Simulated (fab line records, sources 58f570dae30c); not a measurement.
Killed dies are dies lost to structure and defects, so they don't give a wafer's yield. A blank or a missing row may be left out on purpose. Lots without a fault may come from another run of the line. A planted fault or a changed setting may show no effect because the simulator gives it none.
Split-lot experiment | flow berkeley_cmos170 | 5 lots, 23 wafers read, on a route of 331 steps

THE SPLIT
At UCB170_PFIELD_COAT_01 (resist thk 900 nm), the setting resist_thk_nm was moved away from the recipe's 900 nm on 9 of the 23 wafers read, by -4.4% to +2.3%. The other wafers ran this setting at the recipe's value.

The reading is taken at the split's own step.

THE READING
KrF_of_PFIELD_COAT_01.thk_nm (the simulator's own value, which no gauge read), in nm, at UCB170_PFIELD_COAT_01 (resist thk 900 nm). The file gives no usual value for it. The 14 wafers here that ran the recipe average 899.8 nm, standard deviation 1.9 nm.

wafer  | tool, chamber at the split | resist_thk_nm as run, nm | against the recipe | KrF_of_PFIELD_COAT_01.thk_nm, nm | against lot-mates on the recipe
L074.1 | litho_track-02, 0          | 860.2                    | -4.4%              | 857.9                            | -39.9
L074.2 | litho_track-02, 0          | 900                      | recipe             | 898.3                            | -
L074.3 | litho_track-02, 0          | 860.2                    | -4.4%              | 857.2                            | -40.5
L074.4 | litho_track-02, 0          | 860.2                    | -4.4%              | 859                              | -38.8
L074.6 | litho_track-02, 0          | 900                      | recipe             | 897.2                            | -
L075.1 | litho_track-02, 0          | 900                      | recipe             | 899.4                            | -
L075.3 | litho_track-02, 0          | 920.5                    | +2.3%              | 917.2                            | +16.3
L075.4 | litho_track-02, 0          | 920.5                    | +2.3%              | 922.8                            | +21.9
L075.5 | litho_track-02, 0          | 900                      | recipe             | 902.2                            | -
L075.6 | litho_track-02, 0          | 900                      | recipe             | 901                              | -
L077.1 | litho_track-04, 0          | 874.4                    | -2.8%              | 872.7                            | -25.7
L077.2 | litho_track-04, 0          | 874.4                    | -2.8%              | 872.4                            | -26.0
L077.3 | litho_track-04, 0          | 900                      | recipe             | 896.3                            | -
L077.4 | litho_track-04, 0          | 900                      | recipe             | 900                              | -
L077.6 | litho_track-04, 0          | 900                      | recipe             | 899                              | -
L079.2 | litho_track-04, 0          | 867.8                    | -3.6%              | 867.1                            | -34.8
L079.3 | litho_track-04, 0          | 900                      | recipe             | 901.2                            | -
L079.4 | litho_track-04, 0          | 867.8                    | -3.6%              | 868.8                            | -33.1
L079.5 | litho_track-04, 0          | 900                      | recipe             | 902.8                            | -
L079.6 | litho_track-04, 0          | 900                      | recipe             | 901.8                            | -
L081.3 | litho_track-01, 0          | 900                      | recipe             | 897.7                            | -
L081.4 | litho_track-01, 0          | 900                      | recipe             | 899.9                            | -
L081.6 | litho_track-01, 0          | 900                      | recipe             | 899.8                            | -

THE FIT
A straight line over all 23 wafers: KrF_of_PFIELD_COAT_01.thk_nm changes by +9.25 nm for each +1% of resist_thk_nm; r = +1.00; the points scatter about the line by 1.9 nm.
The same after taking each lot's own level away (the mean of its wafers on the recipe; 23 wafers): +9.01 nm for each +1%; r = +1.00; scatter 1.4 nm.
On that fit, the largest move of resist_thk_nm shifts the reading by 40 nm.
The lots' own levels span 897.75 to 901.93 nm, that is 2.2 times the standard deviation above.
So the lot-to-lot level changes the slope little: the two slopes agree.
Check: with one of the wafers moved furthest among these (-4.4%) left out of the fit, the line predicts -40.2 nm for it against its lot-mates. It came out at -39.9 nm against them.

OTHER SPLITS ON THESE WAFERS
These wafers also went through other splits before the reading. Each is held against what the fit with the lots' levels taken away leaves over:
other split on the same wafers          | wafers away from the commonest value | r with KrF_of_PFIELD_COAT_01.thk_nm (lot level and that fit taken away)
UCB170_NWELL_COAT_07 resist_thk_nm      | 7                                    | -0.35
UCB170_NWELL_IMPLANT_14 energy_kev      | 6                                    | -0.01
UCB170_WELLDRIVE_OXIDATION_01 ox_time_s | 18                                   | -0.09
UCB170_ACTIVE_EXPOSE_10 dose_mj         | 7                                    | -0.01

THE WHOLE CHAIN: every reading that the file lists as answering this split, in the file's order
step                   | what it does      | reading                                                                       | change (the file's fit)              | r (the file's)
UCB170_PFIELD_COAT_01  | resist thk 900 nm | KrF_of_PFIELD_COAT_01.thk_nm (the simulator's own value, which no gauge read) | +9.08 nm for each +1% of the setting | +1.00
UCB170_PFIELD_STRIP_08 | strips in O2      | strip_time_to_endpoint_s                                                      | withheld for each +1% of the setting | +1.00

THE FILE'S OWN FIT
KrF_of_PFIELD_COAT_01.thk_nm changes by +9.08 nm for each +1% of resist_thk_nm, r = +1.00.
